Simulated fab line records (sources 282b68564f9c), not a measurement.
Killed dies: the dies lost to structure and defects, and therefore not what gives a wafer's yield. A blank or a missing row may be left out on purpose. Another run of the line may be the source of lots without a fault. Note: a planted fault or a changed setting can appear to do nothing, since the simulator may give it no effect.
Struck lot and sound lot, side by side :: flow ritCmos :: 15 out of 202 route steps
Sound: the wafers L117.1, L117.2, L117.3. Wafers L125.1, L125.5, L125.6 were the ones struck. The cause comes at the end.
At each step with rows: each side's tool, then ch and its chambers, then its first start. Under that, the readings that differ: sound wafers :: struck wafers :: difference of the means :: sigmas: that difference in standard deviations of wafers without a fault.
alike: readings whose means differ by less than 2 such deviations, and words and numbers that are the same on both sides. not compared: withheld readings, readings that some wafer has no value for, bounds like >300 that may hide the same value, and numbers for which the record gives no deviation and whose values overlap.
The two part at a step that has a row with sigmas, a row that says differs or no value, or rows on one side only. Numbers that have no deviation but don't overlap get no sigmas and don't part them. A reading that every wafer of one side lacks parts them only if that side has two wafers or more.

RIT_SILICIDE_RTA_06: time 10 s, ramp up 5 s, ramp down 10 s.
  sound on rtpAnneal-02 ch 0, day 5 04:11; struck on rtpAnneal-01 ch 0, day 6 13:00
  alike: wafer_temp_C_max
RIT_CONTACT_CVD_00: deposits SiO2 from TEOS, target thk 400 nm, time 61 s.
  sound on pecvd-04 ch 0,1,2, day 5 04:16; struck on pecvd-04 ch 0,1,2, day 6 13:04
  alike: heaterPowerW
RIT_CONTACT_THK_MEAS_01:
  sound on filmMetro-01 at day 5 04:19; struck on filmMetro-01 at day 6 13:07
  alike: CONTACT_TEOS_THK
then, 6 steps without rows for these wafers: RIT_CONTACT_HMDS_02 (prime time 60 s); RIT_CONTACT_COAT_03 (resist thk 1000 nm); RIT_CONTACT_SOFTBAKE_04 (time 60 s); RIT_CONTACT_EXPOSE_05 (exposes mask M11, target cd 1000 nm); RIT_CONTACT_PEB_06; RIT_CONTACT_DEVELOP_07 (develop time 120 s).
RIT_CONTACT_CD_MEAS_08: the cd target is 1000 nm.
  sound on cdSem-02 at day 5 05:29; struck on cdSem-02 at day 6 14:29
  alike: cdNm
RIT_CONTACT_OVL_MEAS_09:
  sound on overlay-02 at day 5 05:36; struck on overlay-02 at day 6 14:36
  alike: CONTACT_OVL
then, 1 step without rows for these wafers: RIT_CONTACT_HARDBAKE_10 (time 60 s).
RIT_CONTACT_ETCH_11: etches SiO2 in CHF3/CF4/Ar, stops on TiSi2, target depth 480 nm, time 320 s.
  sound on rieDiel-01 ch 0,2,3, day 5 05:47; struck on rieDiel-02 ch 0,3, day 6 14:53
reading: runLengthS (s)
sound: 348.6 347.7 348.7
struck: 476.6 476.5 476.7
difference: +128.3
sigmas: +99 or more

reading: model.NOVOLAK_of_CONTACT_COAT_03.thkNm (nm)
sound: 767.4 769.5 771.7
struck: 722.2 721.6 728.1
difference: -45.6
sigmas: 
  alike: CHF3_flow_sccm, drypumpMotorCurrentA, oesProductAu, throttleValvePct
  not compared: rfHoursCounterH
RIT_CONTACT_STRIP_12: strips in O2, time 180 s.
  sound on plasmaAsher-01 ch 0,1, day 5 05:59; struck on plasmaAsher-03 ch 0,1, day 6 15:05
  alike: drypumpMotorCurrentA
  not compared: rfHoursCounterH
RIT_M1_PROBE_99:
  sound on prober-02 at day 5 10:47; struck on prober-01 at day 6 19:53
  alike: killedAtFrontEnd, killedDies, killedOpen, killedShort

WHERE THEY PART
Only at RIT_CONTACT_ETCH_11, within this record. Later steps at which nothing parts them and some readings are alike: RIT_CONTACT_STRIP_12, RIT_M1_PROBE_99.

WHY: what had been put in by the simulator
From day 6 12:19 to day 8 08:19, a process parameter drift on rieDiel-02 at RIT_CONTACT_ETCH_11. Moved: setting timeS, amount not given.
